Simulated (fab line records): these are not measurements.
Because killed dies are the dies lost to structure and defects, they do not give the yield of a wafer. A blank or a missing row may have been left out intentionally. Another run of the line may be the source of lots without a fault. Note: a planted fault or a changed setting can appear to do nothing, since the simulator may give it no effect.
fab line records | flow ritCmos
record lots=6 wafers=18 lastDay=6
route steps=202 shown NRETRO@60 PRETRO@64 GATE@75 FOX2@80 REOX@98 M1@202
lots that met no fault: taken from a fault-free run of the same line
startH: the number of hours between the record's first day and the start of the first shown wafer of the lot | waitH: hours elapsed since this lot's preceding step | " repeats the value in the row above | L1.1+2: a row that stands for several wafers | - no value, or no start was given | * or withheld: withheld | < > ~ a bound
route shown NAME@n: NAME is a module with steps in the file, n the number in the route of the first one | usual: mean and standard deviation over wafers with no fault | same: alike in all rows | chamber/n: place in a boat | sites: the reading at each site | _std_site: standard deviation of those values | _edge_site: the outer-site mean with the inner-site mean subtracted | radiusMm: for every site, how far away it sits from the centre of the wafer | mask NAME#n: copy n | behind: tool/chamber where the wafer was last shaped | hold: the reason the lot was held/the length of the hold in hours/how it ended | device: the n, p or np transistor that did not switch | end of line: tests of these same wafers at the route's end | a step with no rows: only its recipe | killed: not the wafer's yield, but the dies lost to structure and defects at the first sort | map: a wafer's dies, x killed, . not, _ none there
set.NAME: the setting that was run; set.NAME@STEP: the one run at that earlier step | model.NAME: the simulator's own value behind a step, which no gauge read
lots at selected steps of the route; one table per step, one row per wafer
services: a tool's chamber out of use, with start hour (startH, from the record's first day; less than 0 if before it), hours out, and reason
## steps
# step RIT_NRETRO_HARDBAKE_07
# recipe resist=NOVOLAK tempC=140 timeS=120
# step RIT_NRETRO_IMPLANT_08
# recipe species=P energyKev=70 doseCm2=9.845e+12 tiltDeg=7
# step RIT_NRETRO_STRIP_09
# recipe chemistry=O2 timeS=180 resist=NOVOLAK platenTempC=withheld powerW=500 pressureMtorr=4000 o2FlowSccm=4000
# usual drypumpMotorCurrentA=5.93/0.24
# same timeS=180
# columns lot.wafer tool chamber startH waitH drypumpMotorCurrentA rfHoursCounterH
L204.4 plasmaAsher-02 0 45.27 0.1 5.79 -
L204.5 " 0 " " 5.80 -
L204.6 " 1 " " 5.83 -
L207.1 plasmaAsher-04 1 60.58 0.1 5.86 29
L207.4 " 0 " " 6.39 -
L207.5 " 0 " " 6.41 -
L208.4 plasmaAsher-02 1 64.49 0.1 5.84 -
L208.5 " 1 " " 5.83 -
L208.6 " 0 " " 5.88 -
L209.2 plasmaAsher-03 0 70.57 0.1 5.60 41
L209.3 " 0 " " 5.60 -
L209.4 " 1 " " 6.05 -
L217.1 plasmaAsher-02 0 110.20 0.1 5.85 47
L217.2 " 1 " " 5.83 47
L217.5 " 1 " " 5.84 -
L218.2 plasmaAsher-02 1 117.37 0.1 5.83 48
L218.4 " 0 " " 5.87 -
L218.6 " 0 " " 5.83 -
# step RIT_NRETRO_TW_MEAS_10
# usual NRETRO_TW=1041/5.3
# columns lot.wafer tool chamber startH waitH NRETRO_TW
L204.4 filmMetro-02 - 45.42 0.1 1044
L204.5 " - " " 1049
L204.6 " - " " 1046
L207.1 filmMetro-01 - 60.76 0.1 1046
L207.4 " - " " 1051
L207.5 " - " " 1044
L208.4 filmMetro-03 - 64.63 0.1 1032
L208.5 " - " " 1034
L208.6 " - " " 1035
L209.2 filmMetro-02 - 70.75 0.1 1041
L209.3 " - " " 1046
L209.4 " - " " 1046
L217.1 filmMetro-03 - 110.37 0.1 1035
L217.2 " - " " 1032
L217.5 " - " " 1033
L218.2 filmMetro-01 - 117.55 0.1 1041
L218.4 " - " " 1041
L218.6 " - " " 1049
# step RIT_PRETRO_HMDS_00
# recipe primeTimeS=60 primeTempC=140
# step RIT_PRETRO_COAT_01
# recipe resist=NOVOLAK spinRpm=2000 resistThkNm=1300
# step RIT_PRETRO_SOFTBAKE_02
# recipe resist=NOVOLAK tempC=90 timeS=60
# step RIT_PRETRO_EXPOSE_03
# recipe maskId=M5 na=0.57 targetCdNm=43700 doseMj=250
# step RIT_PRETRO_PEB_04
# recipe resist=NOVOLAK tempC=withheld timeS=withheld
# step RIT_PRETRO_DEVELOP_05
# recipe resist=NOVOLAK developTimeS=65.46 devTempC=23
# step RIT_PRETRO_OVL_MEAS_06
# usual PRETRO_OVL=-1.8/1.4
# columns lot.wafer tool chamber startH waitH PRETRO_OVL[nm]
L204.4 overlay-01 - 46.35 - -0.3
L204.5 " - " " 0.4
L204.6 " - " " -0.5
L207.1 overlay-01 - 61.88 - -1.4
L207.4 " - " " -2.4
L207.5 " - " " -3.2
L208.4 overlay-02 - 65.90 - -4.6
L208.5 " - " " -1.9
L208.6 " - " " -3.5
L209.2 overlay-02 - 71.71 - -4.7
L209.3 " - " " -1.5
L209.4 " - " " -3.5
L217.1 overlay-01 - 111.44 - -1.9
L217.2 " - " " -2.5
L217.5 " - " " -1.6
L218.2 overlay-02 - 118.64 - -0.7
L218.4 " - " " -1.4
L218.6 " - " " -2.2
# step RIT_PRETRO_HARDBAKE_07
# recipe resist=NOVOLAK tempC=140 timeS=120
# step RIT_PRETRO_IMPLANT_08
# recipe species=B energyKev=45 doseCm2=1.2e+13 tiltDeg=7
# usual doseIonsCm2=1.1998e+13/1.4e+10 tiltDeg=7.000/0.021
# columns lot.wafer tool chamber startH waitH doseIonsCm2 tiltDeg
L204.4 implanter-02 0 46.69 0.2 1.2012e+13 6.963
L204.5 " 0 " " 1.2032e+13 6.992
L204.6 " 0 " " 1.2003e+13 6.969
L207.1 implanter-03 0 62.17 0.2 1.1978e+13 6.961
L207.4 " 0 " " 1.1989e+13 6.971
L207.5 " 0 " " 1.1987e+13 6.987
L208.4 implanter-02 0 66.24 0.2 1.1995e+13 7.035
L208.5 " 0 " " 1.1992e+13 7.030
L208.6 " 0 " " 1.199e+13 7.010
L209.2 implanter-02 0 72.02 0.2 1.1983e+13 7.032
L209.3 " 0 " " 1.1979e+13 7.012
L209.4 " 0 " " 1.1995e+13 7.002
L217.1 implanter-01 0 111.72 0.2 1.2026e+13 6.982
L217.2 " 0 " " 1.2003e+13 7.017
L217.5 " 0 " " 1.1975e+13 7.019
L218.2 implanter-03 0 118.94 0.2 1.1991e+13 6.965
L218.4 " 0 " " 1.1994e+13 6.994
L218.6 " 0 " " 1.1989e+13 6.981
# step RIT_PRETRO_STRIP_09
# recipe chemistry=O2 timeS=180 resist=NOVOLAK platenTempC=withheld powerW=500 pressureMtorr=4000 o2FlowSccm=4000
# usual drypumpMotorCurrentA=5.88/0.21
# same timeS=180
# columns lot.wafer tool chamber startH waitH drypumpMotorCurrentA rfHoursCounterH
L204.4 plasmaAsher-02 1 46.82 0.1 5.82 -
L204.5 " 0 " " 5.82 -
L204.6 " 1 " " 5.82 -
L207.1 plasmaAsher-01 1 62.32 0.1 5.72 42
L207.4 " 0 " " 6.29 -
L207.5 " 1 " " 5.75 -
L208.4 plasmaAsher-02 1 66.37 0.1 5.83 -
L208.5 " 1 " " 5.83 -
L208.6 " 0 " " 5.87 -
L209.2 plasmaAsher-01 0 72.14 0.1 6.31 43
L209.3 " 1 " " 5.73 -
L209.4 " 0 " " 6.30 -
L217.1 plasmaAsher-02 1 111.87 0.1 5.83 47
L217.2 " 0 " " 5.84 47
L217.5 " 0 " " 5.85 -
L218.2 plasmaAsher-03 1 119.07 0.1 6.10 47
L218.4 " 0 " " 5.59 -
L218.6 " 0 " " 5.60 -
# step RIT_PRETRO_TW_MEAS_10
# usual PRETRO_TW=473.6/2.9
# columns lot.wafer tool chamber startH waitH PRETRO_TW
L204.4 filmMetro-03 - 46.97 0.1 468.6
L204.5 " - " " 468.4
L204.6 " - " " 467.9
L207.1 filmMetro-03 - 62.49 0.1 469.9
L207.4 " - " " 470.3
L207.5 " - " " 468.5
L208.4 filmMetro-02 - 66.52 0.1 467.0
L208.5 " - " " 468.4
L208.6 " - " " 469.5
L209.2 filmMetro-04 - 72.33 0.1 474.7
L209.3 " - " " 471.2
L209.4 " - " " 469.5
L217.1 filmMetro-04 - 112.05 0.1 473.7
L217.2 " - " " 475.7
L217.5 " - " " 472.2
L218.2 filmMetro-04 - 119.25 0.1 470.8
L218.4 " - " " 476.3
L218.6 " - " " 476.0
# step RIT_GATE_WET_ETCH_00
# recipe chemistry=BOE target=SiO2 targetDepthNm=56 timeS=60 dry=n2Spin dilution=10:1 tempC=21.5
# step RIT_GATE_CLEAN_01
# recipe chemistry=SC1 mix=3:3:50 timeS=600 tempC=75
# step RIT_GATE_CLEAN_02
# recipe chemistry=dHF dilution=50:1 timeS=30
# step RIT_GATE_CLEAN_03
# recipe chemistry=SC2 mix=3:3:50 timeS=600 tempC=75 dry=n2Spin
# step RIT_GATE_CLEAN_04
# recipe chemistry=dHF dilution=50:1 timeS=60 dry=n2Spin
# step RIT_FOX2_THK_MEAS_91
# recipe reads=SiO2_of_FOX2_OXIDATION_00
# usual FIELD_OXIDE_LEFT_2_THK=259/5.7
# columns lot.wafer tool chamber startH waitH FIELD_OXIDE_LEFT_2_THK[nm]
L204.4 filmMetro-04 - 47.45 0.0 271
L204.5 " - " " 267
L204.6 " - " " 264
L207.1 filmMetro-01 - 62.97 0.0 263
L207.4 " - " " 260
L207.5 " - " " 259
L208.4 filmMetro-01 - 67.00 0.0 265
L208.5 " - " " 269
L208.6 " - " " 265
L209.2 filmMetro-02 - 72.81 0.0 267
L209.3 " - " " 270
L209.4 " - " " 263
L217.1 filmMetro-02 - 112.53 0.0 256
L217.2 " - " " 251
L217.5 " - " " 259
L218.2 filmMetro-01 - 119.73 0.0 253
L218.4 " - " " 243
L218.6 " - " " 252
# step RIT_GATE_OXIDATION_05
# recipe tempC=900 ambient=O2 targetThkA=30 oxTimeS=270
# step RIT_GATE_ANNEAL_06
# recipe tempC=900 timeS=600 ambient=N2O
# step RIT_GATE_THK_MEAS_07
# recipe reads=SiO2_of_GATE_OXIDATION_05
# usual GATE_OXIDE_THK=2.99/0.064
# columns lot.wafer tool chamber startH waitH GATE_OXIDE_THK[nm]
L204.4 filmMetro-04 - 48.83 0.0 3.04
L204.5 " - " " 3.02
L204.6 " - " " 3.15
L207.1 filmMetro-02 - 64.35 0.0 2.96
L207.4 " - " " 2.94
L207.5 " - " " 3.01
L208.4 filmMetro-02 - 69.17 0.0 3.09
L208.5 " - " " 3.06
L208.6 " - " " 3.08
L209.2 filmMetro-02 - 75.50 0.0 3.02
L209.3 " - " " 3.11
L209.4 " - " " 2.96
L217.1 filmMetro-01 - 113.92 0.0 3.05
L217.2 " - " " 3.03
L217.5 " - " " 3.01
L218.2 filmMetro-02 - 122.31 0.0 2.91
L218.4 " - " " 2.95
L218.6 " - " " 2.89
# step RIT_GATE_CVD_08
# recipe material=poly-Si targetThkNm=250 tempC=610 precursor=SiH4 timeS=2132 pressureMtorr=300 sih4FlowSccm=100
# step RIT_GATE_THK_MEAS_09
# recipe reads=poly-Si_of_GATE_CVD_08
# usual GATE_POLY_THK=240/3
# columns lot.wafer tool chamber startH waitH GATE_POLY_THK[nm]
L204.4 filmMetro-02 - 50.51 0.1 237
L204.5 " - " " 237
L204.6 " - " " 237
L207.1 filmMetro-04 - 66.67 0.0 237
L207.4 " - " " 237
L207.5 " - " " 238
L208.4 filmMetro-04 - 70.84 0.1 240
L208.5 " - " " 240
L208.6 " - " " 240
L209.2 filmMetro-04 - 77.47 0.0 240
L209.3 " - " " 239
L209.4 " - " " 239
L217.1 filmMetro-04 - 117.73 0.0 246
L217.2 " - " " 245
L217.5 " - " " 244
L218.2 filmMetro-04 - 124.39 0.0 236
L218.4 " - " " 235
L218.6 " - " " 236
# step RIT_GATE_HMDS_10
# recipe primeTimeS=60 primeTempC=140
# step RIT_GATE_COAT_11
# recipe resist=NOVOLAK spinRpm=4250 resistThkNm=850
# step RIT_GATE_SOFTBAKE_12
# recipe resist=NOVOLAK tempC=90 timeS=60
# step RIT_GATE_EXPOSE_13
# recipe maskId=M6 na=0.6 sourceShape=conventional sigmaOuter=0.6 targetCdNm=150 doseMj=380
# step RIT_GATE_PEB_14
# recipe resist=NOVOLAK tempC=withheld timeS=withheld
# step RIT_GATE_DEVELOP_15
# recipe resist=NOVOLAK developTimeS=50 devTempC=23
# step RIT_GATE_CD_MEAS_16
# recipe targetCdNm=150
# usual cdNm=149.5/2.4
# columns lot.wafer tool chamber startH waitH cdNm
L204.4 cdSem-01 - 51.57 - 152.5
L204.5 " - " " 150.9
L204.6 " - " " 152.8
L207.1 cdSem-02 - 67.58 - 147.9
L207.4 " - " " 151.2
L207.5 " - " " 149.7
L208.4 cdSem-02 - 71.86 - 153.6
L208.5 " - " " 154.3
L208.6 " - " " 153.2
L209.2 cdSem-02 - 78.39 - 150.7
L209.3 " - " " 153.1
L209.4 " - " " 151.4
L217.1 cdSem-02 - 118.77 - 148.0
L217.2 " - " " 149.2
L217.5 " - " " 150.3
L218.2 cdSem-01 - 125.63 - 149.6
L218.4 " - " " 150.7
L218.6 " - " " 148.5
# step RIT_GATE_OVL_MEAS_17
# usual GATE_OVL=-0.9/1.8
# columns lot.wafer tool chamber startH waitH GATE_OVL[nm]
L204.4 overlay-01 - 51.65 0.1 1.1
L204.5 " - " " 1.7
L204.6 " - " " -0.9
L207.1 overlay-02 - 67.70 0.1 -1.6
L207.4 " - " " -2.0
L207.5 " - " " -0.9
L208.4 overlay-02 - 71.94 0.1 -2.4
L208.5 " - " " -1.2
L208.6 " - " " -0.8
L209.2 overlay-02 - 78.50 0.1 -3.9
L209.3 " - " " -4.0
L209.4 " - " " -5.3
L217.1 overlay-01 - 118.89 0.1 0.0
L217.2 " - " " 0.1
L217.5 " - " " -0.3
L218.2 overlay-02 - 125.73 0.1 0.0
L218.4 " - " " -0.4
L218.6 " - " " -1.9
# step RIT_GATE_HARDBAKE_18
# recipe resist=NOVOLAK tempC=140 timeS=60
# step RIT_GATE_ETCH_19
# recipe chemistry=SF6/CHF3/O2 timeS=170.6 SF6_flow_sccm=30 CHF3_flow_sccm=30 O2_flow_sccm=5 target=poly-Si pressureMtorr=40 rfW=160 targetDepthA=3125 overEtchFrac=0.25 stopOn=SiO2
# usual drypumpMotorCurrentA=5.6/0.54 oesProductAu=0.818/0.017 throttleValvePct=10.31/0.12
# same timeS=170.6
# columns lot.wafer tool chamber startH waitH drypumpMotorCurrentA oesProductAu rfHoursCounterH throttleValvePct
L204.4 rieSi-02 2 51.82 0.1 4.8 0.823 156 10.18
L204.5 " 3 " " 6.2 0.816 - 10.09
L204.6 " 0 " " 5.3 0.787 - 10.39
L207.1 rieSi-01 1 67.89 0.1 6.3 0.806 151 10.31
L207.4 " 3 " " 4.9 0.821 100 10.45
L207.5 " 1 " " 6.3 0.806 - 10.31
L208.4 rieSi-02 3 72.14 0.1 6.2 0.827 50 10.10
L208.5 " 1 " " 5.8 0.815 - 10.31
L208.6 " 2 " " 4.8 0.829 - 10.21
L209.2 rieSi-01 2 78.77 0.1 6.0 0.841 47 10.35
L209.3 " 1 " " 6.3 0.816 151 10.30
L209.4 " 2 " " 6.0 0.832 - 10.36
L217.1 rieSi-01 0 119.07 0.1 5.8 0.825 34 10.40
L217.2 " 3 " " 4.8 0.845 101 10.46
L217.5 " 3 " " 4.8 0.841 - 10.46
L218.2 rieSi-02 3 125.91 0.1 6.2 0.808 51 10.10
L218.4 " 0 " " 5.3 0.778 27 10.39
L218.6 " 3 " " 6.2 0.809 - 10.09
# step RIT_GATE_STRIP_20
# recipe chemistry=O2 timeS=180 resist=NOVOLAK platenTempC=withheld powerW=500 pressureMtorr=4000 o2FlowSccm=4000
# usual drypumpMotorCurrentA=6.01/0.26
# same timeS=180
# columns lot.wafer tool chamber startH waitH drypumpMotorCurrentA rfHoursCounterH
L204.4 plasmaAsher-04 0 51.99 0.1 6.37 -
L204.5 " 1 " " 5.87 -
L204.6 " 0 " " 6.39 -
L207.1 plasmaAsher-01 1 68.00 0.1 5.71 43
L207.4 " 1 " " 5.76 -
L207.5 " 0 " " 6.32 -
L208.4 plasmaAsher-02 0 72.31 0.1 5.85 -
L208.5 " 0 " " 5.87 -
L208.6 " 1 " " 5.83 -
L209.2 plasmaAsher-01 0 78.87 0.1 6.29 44
L209.3 " 1 " " 5.70 -
L209.4 " 0 " " 6.28 -
L217.1 plasmaAsher-04 1 119.18 0.1 5.86 35
L217.2 " 0 " " 6.35 35
L217.5 " 0 " " 6.39 -
L218.2 plasmaAsher-04 0 126.02 0.1 6.38 36
L218.4 " 0 " " 6.41 -
L218.6 " 0 " " 6.38 -
# step RIT_GATE_CD_MEAS_90
# recipe targetCdNm=150
# usual cdNm=149.4/2.4
# columns lot.wafer tool chamber startH waitH cdNm
L204.4 cdSem-01 - 52.16 0.1 152.3
L204.5 " - " " 150.6
L204.6 " - " " 153.0
L207.1 cdSem-01 - 68.17 0.1 147.6
L207.4 " - " " 151.2
L207.5 " - " " 150.5
L208.4 cdSem-01 - 72.49 0.1 153.5
L208.5 " - " " 154.1
L208.6 " - " " 153.3
L209.2 cdSem-01 - 79.07 0.1 151.3
L209.3 " - " " 152.9
L209.4 " - " " 151.4
L217.1 cdSem-01 - 119.36 0.1 148.0
L217.2 " - " " 148.8
L217.5 " - " " 150.4
L218.2 cdSem-01 - 126.22 0.1 149.5
L218.4 " - " " 150.8
L218.6 " - " " 148.3
# step RIT_REOX_CLEAN_00
# recipe chemistry=SC1 mix=3:3:50 timeS=600 tempC=75
# step RIT_REOX_CLEAN_01
# recipe chemistry=dHF dilution=50:1 timeS=30
# step RIT_REOX_CLEAN_02
# recipe chemistry=SC2 mix=3:3:50 timeS=600 tempC=75 dry=n2Spin
# step RIT_REOX_OXIDATION_03
# recipe tempC=900 ambient=O2 targetThkA=252 oxTimeS=5580
# step RIT_M1_PROBE_99
# usual killedAtFrontEnd=7/3.3 killedDies=7/3.3 killedOpen=3.4/2.2 killedShort=3.5/2
# same grossDies=264 killed_at_M0_to_M3=0 killed_at_M4_up=0 killedAtBackSide=0 killedAtContacts=0 killedAtOther=0
# columns lot.wafer tool chamber startH waitH killedAtFrontEnd killedDies killedOpen killedShort model.etest.nmos_0p15.driveUaUmRange model.etest.nmos_0p15.vtVRange
L204.4 prober-01 - 73.57 0.2 2 2 2 0 9.77 0.00795
L204.5 prober-01 - 73.62 0.2 7 7 6 1 13.59 0.004239
L204.6 prober-01 - 73.67 0.2 6 6 1 5 17.77 0.005694
L207.1 prober-01 - 88.25 0.1 9 9 7 2 10.38 0.003319
L207.4 prober-01 - 88.40 0.2 4 4 3 1 4.584 0.007315
L207.5 prober-01 - 88.45 0.2 8 8 2 6 11.81 0.005253
L208.4 prober-02 - 92.51 0.2 11 11 7 4 44.21 0.05471
L208.5 prober-02 - 92.56 0.2 14 14 6 8 41.69 0.05428
L208.6 prober-02 - 92.61 0.2 7 7 4 3 34.2 0.05662
L209.2 prober-01 - 100.42 0.1 10 10 4 6 32.64 0.05651
L209.3 prober-01 - 100.47 0.2 6 6 3 3 45.99 0.05714
L209.4 prober-01 - 100.52 0.2 12 12 6 6 31.96 0.0567
L217.1 prober-01 - 140.10 0.1 9 9 4 5 9.773 0.002766
L217.2 prober-01 - 140.15 0.1 5 5 3 2 5.112 0.007854
L217.5 prober-01 - 140.30 0.2 2 2 0 2 10.88 0.00558
L218.2 prober-02 - 148.39 0.1 6 6 3 3 10.29 0.01394
L218.4 prober-02 - 148.49 0.2 5 5 0 5 18.49 0.01048
L218.6 prober-02 - 148.59 0.2 8 8 4 4 14.11 0.01074
# killed by level:class
L204.4 FOX1:geometricParticle:open=1 GATE:geometricParticle:open=1
L204.5 GATE:geometricParticle:open=3 FOX1:geometricParticle:open=2 FOX2:geometricParticle:short=1 SPACER:geometricParticle:open=1
L204.6 GATE:geometricParticle:short=3 SPACER:geometricParticle:short=2 SPACER:geometricParticle:open=1
L207.1 FOX2:geometricParticle:open=4 GATE:geometricParticle:open=2 FOX1:geometricParticle:short=1 GATE:geometricParticle:short=1 SPACER:geometricParticle:open=1
L207.4 GATE:geometricParticle:open=2 FOX1:geometricParticle:short=1 FOX1:geometricParticle:open=1
L207.5 FOX1:geometricParticle:short=2 REOX:geometricParticle:short=2 SILICIDE:geometricParticle:short=2 FOX1:geometricParticle:open=1 SILICIDE:geometricParticle:open=1
L208.4 FOX1:geometricParticle:open=3 FOX1:geometricParticle:short=2 GATE:geometricParticle:open=2 SILICIDE:geometricParticle:open=2 GATE:geometricParticle:short=1 SILICIDE:geometricParticle:short=1
L208.5 FOX1:geometricParticle:short=3 GATE:geometricParticle:open=3 GATE:geometricParticle:short=3 SILICIDE:geometricParticle:open=2 FOX1:geometricParticle:open=1 REOX:geometricParticle:short=1 SILICIDE:geometricParticle:short=1
L208.6 SILICIDE:geometricParticle:open=2 GATE:geometricParticle:open=1 GATE:geometricParticle:short=1 REOX:geometricParticle:short=1 SPACER:geometricParticle:open=1 SILICIDE:geometricParticle:short=1
L209.2 FOX2:geometricParticle:short=3 FOX2:geometricParticle:open=2 SILICIDE:geometricParticle:open=2 GATE:geometricParticle:short=1 REOX:geometricParticle:short=1 SILICIDE:geometricParticle:short=1
L209.3 SPACER:geometricParticle:open=2 SILICIDE:geometricParticle:short=2 FOX1:geometricParticle:open=1 REOX:geometricParticle:short=1
L209.4 FOX2:geometricParticle:short=3 FOX2:geometricParticle:open=3 GATE:geometricParticle:short=3 SPACER:geometricParticle:open=2 SILICIDE:geometricParticle:open=1
L217.1 GATE:geometricParticle:short=4 FOX2:geometricParticle:open=1 GATE:geometricParticle:open=1 REOX:geometricParticle:short=1 SPACER:geometricParticle:open=1 SILICIDE:geometricParticle:open=1
L217.2 FOX2:geometricParticle:open=2 FOX2:geometricParticle:short=1 GATE:geometricParticle:short=1 REOX:geometricParticle:open=1
L217.5 GATE:geometricParticle:short=2
L218.2 GATE:geometricParticle:short=2 FOX1:geometricParticle:open=1 GATE:geometricParticle:open=1 REOX:geometricParticle:short=1 SILICIDE:geometricParticle:open=1
L218.4 FOX1:geometricParticle:short=2 GATE:geometricParticle:short=2 REOX:geometricParticle:short=1
L218.6 REOX:geometricParticle:short=3 GATE:geometricParticle:open=2 GATE:geometricParticle:short=1 REOX:geometricParticle:open=1 SILICIDE:geometricParticle:open=1
## services
# columns tool chamber startH hours kind
rieSi-02 2 29.11 5.4 repair
plasmaAsher-03 - 37.01 14.6 pm
implanter-01 - 38.72 2.7 pm
rieSi-02 3 43.52 4.2 repair
plasmaAsher-01 - 46.03 5.1 repair
plasmaAsher-02 - 51.44 2.8 pm
rieSi-01 0 74.57 7.7 repair
rieSi-02 2 79.52 - clean
rieSi-02 2 79.52 17.7 scheduledDown
rieSi-02 2 79.52 17.7 ventCycle
implanter-02 - 84.93 35.3 pm
rieSi-02 - 96.86 2.0 repair
rieSi-01 1 104.88 - clean
rieSi-01 1 104.88 23.2 scheduledDown
rieSi-01 1 104.88 23.2 ventCycle
plasmaAsher-01 - 105.73 12.0 repair
plasmaAsher-01 - 117.71 9.0 pm
plasmaAsher-01 0 117.71 9.0 ventCycle
plasmaAsher-01 1 117.71 9.0 ventCycle
## key
firstSign none at tools or gauges
modelEffect step=RIT_M1_PROBE_99 value=etest.nmos_0p15.driveUaUmRange without=12.55 struck=38.45
metAt RIT_PRETRO_IMPLANT_08
struckWafers L208.4,L208.5,L208.6,L209.2,L209.3,L209.4
testerLeftOut L208,L209
onsetBetween 46.69 66.24
fault kind=processParameterDrift tool=implanter-02 chamber=- onsetH=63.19 steps=RIT_PRETRO_IMPLANT_08 channel=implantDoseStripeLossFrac offset=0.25 shape=step endH=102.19
# testerLeftOut: of these lots the tester's yield and bins aren't shown, on N5 and GAA mostly nor the transistor test; their killed dies are dies lost to structure and defects alone, not to doping, threshold or leakage, so they don't give the yield
